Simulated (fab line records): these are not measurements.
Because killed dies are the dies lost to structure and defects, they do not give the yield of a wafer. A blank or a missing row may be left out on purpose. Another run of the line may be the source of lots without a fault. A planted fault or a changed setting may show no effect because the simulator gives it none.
fab line records    flow ritCmos
record: lots: 13  wafers: 39  lastDay: 7
route steps=202 shown NWELL@37 GATE@92 REOX@102 M1@192
lots that met no fault: from a run of the same line without faults
startH: the number of hours between the record's first day and the start of the first shown wafer of the lot    waitH: hours elapsed since this lot's preceding step    " same as the row above    L1.1+2: a single row standing in for several wafers    - either no value or no given start    * or withheld: withheld    < > ~ a bound
route shown NAME@n: NAME is a module with steps in the file, n the number in the route of the first one    usual: mean/standard deviation of fault-free wafers    same: alike in all rows    chamber/n: place in a boat    sites: readings site by site    _std_site: how widely they spread, as a standard deviation    _edge_site: inner sites' mean taken away from outer sites' mean    radiusMm: how far each site lies from the wafer's centre    mask NAME#n: copy n    behind: the most recent tool/chamber to have shaped the wafer    hold: what put the lot on hold/how long, in hours/how the hold closed    device: names the non-switching transistor (n, p or np)    end of line: the route-end tests of the same wafers    a step with no rows: only its recipe    killed: count of dies lost to structure and defects at first sort (not the wafer's yield)    map: a wafer's dies, x killed, . not, _ none there
set.NAME: setting as actually run; set.NAME@STEP: the setting as run at that earlier step    model.NAME: the simulator's own value behind a step, which no gauge read
route steps across a sampled set of lots; one table per step, one row per wafer
services: from which hour (startH, from the record's first day; less than 0 if before it) a tool's chamber was out of use, for how many hours, and why
== steps ==
step: RIT_NWELL_STRIP_09
recipe: chemistry: O2  timeS: 180  resist: NOVOLAK  platenTempC: withheld  powerW: 500  pressureMtorr: 4000  o2FlowSccm: 4000
usual: drypumpMotorCurrentA: 5.54/0.25  rfReflPowerW: 7.5/0.82
lot.wafer  tool            chamber  startH  waitH  drypumpMotorCurrentA  rfHoursCounterH  rfReflPowerW
L640.3     plasmaAsher-04  1        20.89   0.1    5.40                  -                9.3
L640.4     "               0        "       "      5.55                  -                6.8
L640.5     "               1        "       "      5.41                  -                9.3
L642.2     plasmaAsher-04  0        30.76   0.1    5.54                  40               7.1
L642.3     "               0        "       "      5.53                  -                7.4
L642.4     "               1        "       "      5.40                  -                9.0
L643.1     plasmaAsher-02  0        35.91   0.1    5.43                  25               7.9
L643.3     "               0        "       "      5.46                  -                7.7
L643.6     "               1        "       "      5.39                  -                7.4
L644.1     plasmaAsher-03  1        40.69   0.1    5.38                  39               7.2
L644.5     "               1        "       "      5.39                  -                7.2
L644.6     "               0        "       "      6.07                  -                6.7
L645.1     plasmaAsher-02  0        45.82   0.1    5.46                  26               7.8
L645.3     "               0        "       "      5.45                  -                7.6
L645.5     "               0        "       "      5.45                  -                7.7
L646.4     plasmaAsher-02  1        50.94   0.1    5.38                  -                7.4
L646.5     "               1        "       "      5.39                  -                7.2
L646.6     "               0        "       "      5.43                  -                7.9
L651.1     plasmaAsher-04  1        78.29   0.1    5.41                  44               9.3
L651.3     "               1        "       "      5.41                  -                9.5
L651.5     "               1        "       "      5.42                  -                9.4
L652.1     plasmaAsher-03  0        81.68   0.1    6.07                  43               6.6
L652.3     "               1        "       "      5.39                  -                7.4
L652.5     "               0        "       "      6.04                  -                6.4
L653.3     plasmaAsher-03  0        87.25   0.1    6.06                  -                6.7
L653.4     "               1        "       "      5.40                  -                7.6
L653.5     "               0        "       "      6.06                  -                6.5
L656.3     plasmaAsher-03  1        100.77  0.1    5.40                  -                7.3
L656.4     "               0        "       "      6.09                  -                6.7
L656.5     "               1        "       "      5.41                  -                7.4
L657.3     plasmaAsher-04  1        106.83  0.1    5.43                  -                9.3
L657.5     "               1        "       "      5.43                  -                8.8
L657.6     "               0        "       "      5.55                  -                7.2
L659.3     plasmaAsher-04  1        118.26  0.1    5.43                  -                9.3
L659.4     "               0        "       "      5.54                  -                7.5
L659.5     "               1        "       "      5.42                  -                9.2
L663.1     plasmaAsher-02  1        136.75  0.1    5.40                  36               6.7
L663.5     "               1        "       "      5.38                  -                7.1
L663.6     "               0        "       "      5.41                  -                8.1
step: RIT_GATE_CD_MEAS_16
recipe: targetCdNm: 150
usual: cdNm: 150.1/2
lot.wafer  tool      chamber  startH  waitH  cdNm
L640.3     cdSem-02  -        36.57   -      149.3
L640.4     "         -        "       "      146.8
L640.5     "         -        "       "      147.0
L642.2     cdSem-01  -        46.24   -      153.6
L642.3     "         -        "       "      153.0
L642.4     "         -        "       "      153.4
L643.1     cdSem-02  -        51.65   -      152.3
L643.3     "         -        "       "      150.1
L643.6     "         -        "       "      150.3
L644.1     cdSem-01  -        59.83   -      149.7
L644.5     "         -        "       "      149.8
L644.6     "         -        "       "      150.1
L645.1     cdSem-01  -        65.95   -      153.5
L645.3     "         -        "       "      151.4
L645.5     "         -        "       "      152.8
L646.4     cdSem-01  -        73.24   -      152.8
L646.5     "         -        "       "      153.3
L646.6     "         -        "       "      149.7
L651.1     cdSem-01  -        97.97   -      149.7
L651.3     "         -        "       "      150.1
L651.5     "         -        "       "      148.4
L652.1     cdSem-01  -        98.09   -      152.5
L652.3     "         -        "       "      152.7
L652.5     "         -        "       "      153.7
L653.3     cdSem-01  -        102.70  -      148.8
L653.4     "         -        "       "      150.1
L653.5     "         -        "       "      148.8
L656.3     cdSem-01  -        116.20  -      151.4
L656.4     "         -        "       "      150.4
L656.5     "         -        "       "      146.9
L657.3     cdSem-01  -        123.01  -      148.1
L657.5     "         -        "       "      151.4
L657.6     "         -        "       "      148.5
L659.3     cdSem-01  -        133.78  -      151.1
L659.4     "         -        "       "      152.5
L659.5     "         -        "       "      150.7
L663.1     cdSem-02  -        155.15  -      147.2
L663.5     "         -        "       "      148.6
L663.6     "         -        "       "      144.4
step: RIT_REOX_THK_MEAS_04
recipe: reads: SiO2_of_REOX_OXIDATION_03
usual: REOX_OXIDE_THK: 25.7/0.48
lot.wafer  tool          chamber  startH  waitH  REOX_OXIDE_THK[nm]
L640.3     filmMetro-04  -        40.30   0.0    26.7
L640.4     "             -        "       "      26.4
L640.5     "             -        "       "      26.4
L642.2     filmMetro-04  -        50.07   0.0    25.4
L642.3     "             -        "       "      25.2
L642.4     "             -        "       "      25.2
L643.1     filmMetro-04  -        56.99   0.0    26.1
L643.3     "             -        "       "      25.7
L643.6     "             -        "       "      25.4
L644.1     filmMetro-01  -        64.98   0.0    25.7
L644.5     "             -        "       "      25.0
L644.6     "             -        "       "      25.3
L645.1     filmMetro-04  -        71.66   0.0    25.3
L645.3     "             -        "       "      25.4
L645.5     "             -        "       "      25.5
L646.4     filmMetro-01  -        76.84   0.0    25.7
L646.5     "             -        "       "      25.9
L646.6     "             -        "       "      25.6
L651.1     filmMetro-03  -        101.59  0.0    25.5
L651.3     "             -        "       "      24.9
L651.5     "             -        "       "      25.3
L652.1     filmMetro-04  -        101.72  0.0    26.7
L652.3     "             -        "       "      26.6
L652.5     "             -        "       "      26.2
L653.3     filmMetro-03  -        106.97  0.0    25.6
L653.4     "             -        "       "      26.1
L653.5     "             -        "       "      26.0
L656.3     filmMetro-04  -        119.81  0.0    25.7
L656.4     "             -        "       "      26.2
L656.5     "             -        "       "      26.0
L657.3     filmMetro-04  -        127.29  0.0    25.2
L657.5     "             -        "       "      25.0
L657.6     "             -        "       "      25.5
L659.3     filmMetro-03  -        137.50  0.0    25.2
L659.4     "             -        "       "      25.4
L659.5     "             -        "       "      25.7
L663.1     filmMetro-03  -        159.96  0.0    25.8
L663.5     "             -        "       "      26.0
L663.6     "             -        "       "      25.9
step: RIT_M1_DEVELOP_08
recipe: resist: NOVOLAK  developTimeS: 65.5  devTempC: 23
usual: developerTempC: 23.01/0.11
lot.wafer  tool           chamber  startH  waitH  developerTempC
L640.3     lithoTrack-02  0        54      -      22.87
L640.4     "              0        "       "      22.86
L640.5     "              0        "       "      23.04
L642.2     lithoTrack-01  0        63      -      22.92
L642.3     "              0        "       "      23.11
L642.4     "              0        "       "      22.96
L643.1     lithoTrack-01  0        70      -      23.03
L643.3     "              0        "       "      22.91
L643.6     "              0        "       "      23.13
L644.1     lithoTrack-02  0        78      -      23.15
L644.5     "              0        "       "      23.29
L644.6     "              0        "       "      23.22
L645.1     lithoTrack-02  0        85      -      22.94
L645.3     "              0        "       "      23.04
L645.5     "              0        "       "      23.10
L646.4     lithoTrack-04  0        90      -      23.06
L646.5     "              0        "       "      22.94
L646.6     "              0        "       "      23.10
L651.1     lithoTrack-02  0        115     -      23.60
L651.3     "              0        "       "      23.71
L651.5     "              0        "       "      23.84
L652.1     lithoTrack-01  0        117     -      23.07
L652.3     "              0        "       "      23.08
L652.5     "              0        "       "      23.03
L653.3     lithoTrack-04  0        120     -      22.91
L653.4     "              0        "       "      22.95
L653.5     "              0        "       "      22.98
L656.3     lithoTrack-01  0        133     -      23.01
L656.4     "              0        "       "      23.00
L656.5     "              0        "       "      23.09
L657.3     lithoTrack-04  0        141     -      22.92
L657.5     "              0        "       "      23.04
L657.6     "              0        "       "      22.89
L659.3     lithoTrack-01  0        151     -      22.92
L659.4     "              0        "       "      22.89
L659.5     "              0        "       "      22.83
L663.1     lithoTrack-01  0        173     -      22.83
L663.5     "              0        "       "      22.94
L663.6     "              0        "       "      23.05
step: RIT_M1_PROBE_99
usual: defectLimitedYield: 97.4/1.1  killedAtContacts: 0.0/0.22  killedAtFrontEnd: 6.9/2.9  killedDies: 7.0/2.9  killedOpen: 3.5/2  killedShort: 3.5/2  sort_bin_3_pad_short: 0.1/0.22  sort_bin_5_function: 1.4/0.73  sort_bin_6_memory: 1.1/0.66  sortNPass: 257.0/2.9  sortYieldPct: 97.4/1.1
same: grossDies: 264  killed_at_M0_to_M3: 0  killed_at_M4_up: 0  killedAtBackSide: 0  killedAtOther: 0
lot.wafer  tool       chamber  startH  waitH  defectLimitedYield[%]  killedAtContacts  killedAtFrontEnd  killedDies  killedOpen  killedShort  sort_bin_3_pad_short[%]  sort_bin_5_function[%]  sort_bin_6_memory[%]  sortNPass  sortYieldPct[%]
L640.3     prober-02  -        60.44   0.2    97.3                   0                 7                 7           3           4            0.4                      1.5                     0.8                   257.0      97.3
L640.4     prober-02  -        60.49   0.2    97.0                   1                 7                 8           3           5            0.4                      2.3                     0.4                   256.0      97.0
L640.5     prober-02  -        60.54   0.2    97.0                   0                 8                 8           4           4            0                        1.5                     1.5                   256.0      97.0
L642.2     prober-02  -        66.65   0.1    96.6                   0                 9                 9           6           3            0                        2.3                     1.1                   255.0      96.6
L642.3     prober-02  -        66.70   0.2    97.3                   0                 7                 7           5           2            0                        1.1                     1.5                   257.0      97.3
L642.4     prober-02  -        66.75   0.2    96.6                   0                 9                 9           4           5            0                        1.9                     1.5                   255.0      96.6
L643.1     prober-01  -        73.60   0.1    98.1                   0                 5                 5           3           2            0                        0.4                     1.5                   259.0      98.1
L643.3     prober-01  -        73.70   0.2    97.3                   0                 7                 7           3           4            0                        1.5                     1.1                   257.0      97.3
L643.6     prober-01  -        73.85   0.2    98.1                   0                 5                 5           2           3            0                        0.4                     1.5                   259.0      98.1
L644.1     prober-02  -        81.45   0.1    96.2                   0                 10                10          5           5            0                        1.9                     1.9                   254.0      96.2
L644.5     prober-02  -        81.65   0.2    97.3                   0                 7                 7           1           6            0                        1.5                     1.1                   257.0      97.3
L644.6     prober-02  -        81.70   0.2    96.2                   0                 10                10          4           6            0.4                      1.1                     2.3                   254.0      96.2
L645.1     prober-01  -        88.72   0.1    96.2                   0                 10                10          7           3            0                        1.5                     2.3                   254.0      96.2
L645.3     prober-01  -        88.82   0.2    98.1                   0                 5                 5           1           4            0.4                      0.8                     0.8                   259.0      98.1
L645.5     prober-01  -        88.92   0.2    97.0                   0                 8                 8           4           4            0                        1.9                     1.1                   256.0      97.0
L646.4     prober-02  -        95.83   0.2    98.9                   0                 3                 3           1           2            0                        0.8                     0.4                   261.0      98.9
L646.5     prober-02  -        95.88   0.2    98.1                   0                 5                 5           2           3            0.4                      1.1                     0.4                   259.0      98.1
L646.6     prober-02  -        95.93   0.2    97.3                   0                 7                 7           2           5            0                        1.1                     1.5                   257.0      97.3
L651.1     prober-02  -        118.36  0.1    98.5                   0                 4                 4           3           1            0                        1.1                     0.4                   260.0      98.5
L651.3     prober-02  -        118.46  0.2    97.0                   0                 8                 8           6           2            0                        2.7                     0.4                   256.0      97.0
L651.5     prober-02  -        118.56  0.2    97.7                   0                 6                 6           3           3            0                        1.1                     1.1                   258.0      97.7
L652.1     prober-02  -        120.37  0.1    95.8                   0                 11                11          3           8            0                        3.0                     1.1                   253.0      95.8
L652.3     prober-02  -        120.47  0.2    98.1                   0                 5                 5           2           3            0.4                      1.1                     0.4                   259.0      98.1
L652.5     prober-02  -        120.57  0.2    96.6                   0                 9                 9           6           3            0                        1.9                     1.5                   255.0      96.6
L653.3     prober-01  -        123.81  0.2    98.1                   0                 5                 5           3           2            0                        1.1                     0.8                   259.0      98.1
L653.4     prober-01  -        123.86  0.2    96.6                   0                 9                 9           4           5            0.8                      1.1                     1.5                   255.0      96.6
L653.5     prober-01  -        123.91  0.2    96.2                   0                 10                10          7           3            0                        3.4                     0.4                   254.0      96.2
L656.3     prober-02  -        136.16  0.2    98.9                   0                 3                 3           2           1            0                        0.8                     0.4                   261.0      98.9
L656.4     prober-02  -        136.21  0.2    96.2                   0                 10                10          5           5            0.4                      2.3                     1.1                   254.0      96.2
L656.5     prober-02  -        136.26  0.2    96.6                   0                 9                 9           5           4            0                        1.1                     2.3                   255.0      96.6
L657.3     prober-01  -        145.06  0.2    97.0                   0                 8                 8           6           2            0                        1.5                     1.5                   256.0      97.0
L657.5     prober-01  -        145.16  0.2    98.1                   0                 5                 5           1           4            0.4                      0.8                     0.8                   259.0      98.1
L657.6     prober-01  -        145.21  0.2    97.3                   0                 7                 7           0           7            0.4                      0.8                     1.5                   257.0      97.3
L659.3     prober-01  -        154.87  0.2    98.1                   0                 5                 5           4           1            0                        0.4                     1.5                   259.0      98.1
L659.4     prober-01  -        154.92  0.2    99.2                   0                 2                 2           1           1            0                        0.8                     0                     262.0      99.2
L659.5     prober-01  -        154.97  0.2    98.5                   0                 4                 4           3           1            0                        1.1                     0.4                   260.0      98.5
L663.1     prober-01  -        176.34  0.1    96.2                   0                 10                10          1           9            1.1                      1.5                     1.1                   254.0      96.2
L663.5     prober-01  -        176.54  0.2    95.1                   0                 13                13          3           10           0.4                      3.0                     1.5                   251.0      95.1
L663.6     prober-01  -        176.59  0.2    96.2                   0                 10                10          4           6            0.4                      1.5                     1.9                   254.0      96.2
killed by level:class
L640.3 GATE:geometricParticle:short=2 FOX2:geometricParticle:open=1 GATE:geometricParticle:open=1 REOX:geometricParticle:short=1 SILICIDE:geometricParticle:short=1 SILICIDE:geometricParticle:open=1
L640.4 SILICIDE:geometricParticle:short=2 FOX1:geometricParticle:short=1 GATE:geometricParticle:open=1 REOX:geometricParticle:short=1 SPACER:geometricParticle:open=1 SILICIDE:geometricParticle:open=1 CONTACT:geometricParticle:short=1
L640.5 GATE:geometricParticle:open=2 FOX1:geometricParticle:short=1 GATE:geometricParticle:short=1 REOX:geometricParticle:short=1 SPACER:geometricParticle:open=1 SILICIDE:geometricParticle:open=1 SILICIDE:geometricParticle:short=1
L642.2 GATE:geometricParticle:open=3 GATE:geometricParticle:short=2 SILICIDE:geometricParticle:open=2 FOX1:geometricParticle:short=1 SPACER:geometricParticle:open=1
L642.3 GATE:geometricParticle:open=3 GATE:geometricParticle:short=2 FOX1:geometricParticle:open=1 FOX2:geometricParticle:open=1
L642.4 GATE:geometricParticle:short=3 GATE:geometricParticle:open=2 SPACER:geometricParticle:open=2 SILICIDE:geometricParticle:short=2
L643.1 GATE:geometricParticle:open=3 GATE:geometricParticle:short=2
L643.3 REOX:geometricParticle:short=2 FOX1:geometricParticle:short=1 GATE:geometricParticle:open=1 SPACER:geometricParticle:short=1 SPACER:geometricParticle:open=1 SILICIDE:geometricParticle:open=1
L643.6 GATE:geometricParticle:short=2 GATE:geometricParticle:open=1 REOX:geometricParticle:short=1 REOX:geometricParticle:open=1
L644.1 GATE:geometricParticle:short=3 GATE:geometricParticle:open=2 FOX1:geometricParticle:open=1 FOX1:geometricParticle:short=1 REOX:geometricParticle:open=1 SILICIDE:geometricParticle:open=1 SILICIDE:geometricParticle:short=1
L644.5 FOX2:geometricParticle:short=2 GATE:geometricParticle:short=2 SPACER:geometricParticle:short=2 GATE:geometricParticle:open=1
L644.6 FOX1:geometricParticle:short=2 GATE:geometricParticle:open=2 GATE:geometricParticle:short=2 FOX1:geometricParticle:open=1 SPACER:geometricParticle:short=1 SILICIDE:geometricParticle:open=1 SILICIDE:geometricParticle:short=1
L645.1 GATE:geometricParticle:open=3 GATE:geometricParticle:short=3 FOX1:geometricParticle:open=2 REOX:geometricParticle:open=2
L645.3 GATE:geometricParticle:short=3 GATE:geometricParticle:open=1 SPACER:geometricParticle:short=1
L645.5 GATE:geometricParticle:short=2 SPACER:geometricParticle:open=2 FOX1:geometricParticle:short=1 FOX1:geometricParticle:open=1 GATE:geometricParticle:open=1 SPACER:geometricParticle:short=1
L646.4 GATE:geometricParticle:short=1 REOX:geometricParticle:open=1 SPACER:geometricParticle:short=1
L646.5 GATE:geometricParticle:short=2 REOX:geometricParticle:open=1 REOX:geometricParticle:short=1 SPACER:geometricParticle:open=1
L646.6 GATE:geometricParticle:short=2 REOX:geometricParticle:short=2 FOX2:geometricParticle:open=1 GATE:geometricParticle:open=1 SPACER:geometricParticle:short=1
L651.1 GATE:geometricParticle:open=2 GATE:geometricParticle:short=1 SPACER:geometricParticle:open=1
L651.3 GATE:geometricParticle:open=3 SILICIDE:geometricParticle:open=2 GATE:geometricParticle:short=1 SPACER:geometricParticle:short=1 SPACER:geometricParticle:open=1
L651.5 FOX1:geometricParticle:open=1 FOX1:geometricParticle:short=1 GATE:geometricParticle:open=1 GATE:geometricParticle:short=1 REOX:geometricParticle:open=1 SPACER:geometricParticle:short=1
L652.1 FOX2:geometricParticle:short=3 SILICIDE:geometricParticle:short=3 GATE:geometricParticle:open=2 FOX1:geometricParticle:short=1 GATE:geometricParticle:short=1 SILICIDE:geometricParticle:open=1
L652.3 FOX2:geometricParticle:short=1 REOX:geometricParticle:short=1 REOX:geometricParticle:open=1 SPACER:geometricParticle:short=1 SPACER:geometricParticle:open=1
L652.5 GATE:geometricParticle:open=2 FOX1:geometricParticle:open=1 FOX2:geometricParticle:open=1 GATE:geometricParticle:short=1 SPACER:geometricParticle:short=1 SPACER:geometricParticle:open=1 SILICIDE:geometricParticle:short=1 SILICIDE:geometricParticle:open=1
L653.3 FOX2:geometricParticle:open=2 FOX1:geometricParticle:short=1 GATE:geometricParticle:short=1 SILICIDE:geometricParticle:open=1
L653.4 REOX:geometricParticle:open=3 GATE:geometricParticle:short=2 REOX:geometricParticle:short=2 FOX1:geometricParticle:open=1 SILICIDE:geometricParticle:short=1
L653.5 FOX1:geometricParticle:open=4 GATE:geometricParticle:open=2 REOX:geometricParticle:short=2 FOX1:geometricParticle:short=1 REOX:geometricParticle:open=1
L656.3 FOX2:geometricParticle:open=2 SPACER:geometricParticle:short=1
L656.4 GATE:geometricParticle:open=4 FOX2:geometricParticle:short=2 SPACER:geometricParticle:short=2 FOX1:geometricParticle:open=1 FOX1:geometricParticle:short=1
L656.5 REOX:geometricParticle:open=2 FOX1:geometricParticle:short=1 FOX2:geometricParticle:open=1 FOX2:geometricParticle:short=1 GATE:geometricParticle:open=1 GATE:geometricParticle:short=1 SPACER:geometricParticle:open=1 SILICIDE:geometricParticle:short=1
L657.3 GATE:geometricParticle:open=3 SPACER:geometricParticle:open=2 FOX1:geometricParticle:short=1 REOX:geometricParticle:open=1 REOX:geometricParticle:short=1
L657.5 FOX1:geometricParticle:short=1 FOX2:geometricParticle:short=1 GATE:geometricParticle:short=1 REOX:geometricParticle:open=1 SILICIDE:geometricParticle:short=1
L657.6 FOX2:geometricParticle:short=2 SILICIDE:geometricParticle:short=2 ACTIVE:geometricParticle:short=1 FOX1:geometricParticle:short=1 REOX:geometricParticle:short=1
L659.3 REOX:geometricParticle:open=2 FOX2:geometricParticle:open=1 GATE:geometricParticle:short=1 SPACER:geometricParticle:open=1
L659.4 GATE:geometricParticle:short=1 GATE:geometricParticle:open=1
L659.5 GATE:geometricParticle:open=2 SPACER:geometricParticle:short=1 SILICIDE:geometricParticle:open=1
L663.1 GATE:geometricParticle:short=5 SILICIDE:geometricParticle:short=2 FOX1:geometricParticle:short=1 FOX2:geometricParticle:short=1 GATE:geometricParticle:open=1
L663.5 FOX1:geometricParticle:short=4 REOX:geometricParticle:short=2 SILICIDE:geometricParticle:short=2 FOX1:geometricParticle:open=1 GATE:geometricParticle:short=1 SPACER:geometricParticle:open=1 SPACER:geometricParticle:short=1 SILICIDE:geometricParticle:open=1
L663.6 SILICIDE:geometricParticle:short=3 GATE:geometricParticle:short=2 FOX1:geometricParticle:short=1 FOX1:geometricParticle:open=1 GATE:geometricParticle:open=1 SPACER:geometricParticle:open=1 SILICIDE:geometricParticle:open=1
== services ==
tool            chamber  startH  hours  kind
plasmaAsher-04  -        17.23   0.7    repair
plasmaAsher-04  -        45.41   3.7    repair
plasmaAsher-02  -        67.41   14.6   pm
plasmaAsher-04  -        136.70  1.5    repair
plasmaAsher-03  -        162.96  2.8    pm
plasmaAsher-02  -        165.29  4.3    pm
== key ==
firstSign: step: RIT_M1_DEVELOP_08  reading: developerTempC  direction: up  sigmas: 6.7  usual: *  struck: *
effect none on later readings
metAt RIT_M1_DEVELOP_08
struckLots L651
notActingAt RIT_NWELL_STRIP_09,RIT_GATE_CD_MEAS_16,RIT_REOX_THK_MEAS_04
onsetBetween 85 115
fault: kind: processParameterDrift  tool: lithoTrack-02  chamber: -  onsetH: 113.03  steps: RIT_M1_DEVELOP_08  channel: devTempC  offset: *  shape: step  actsIn: *  stated: *
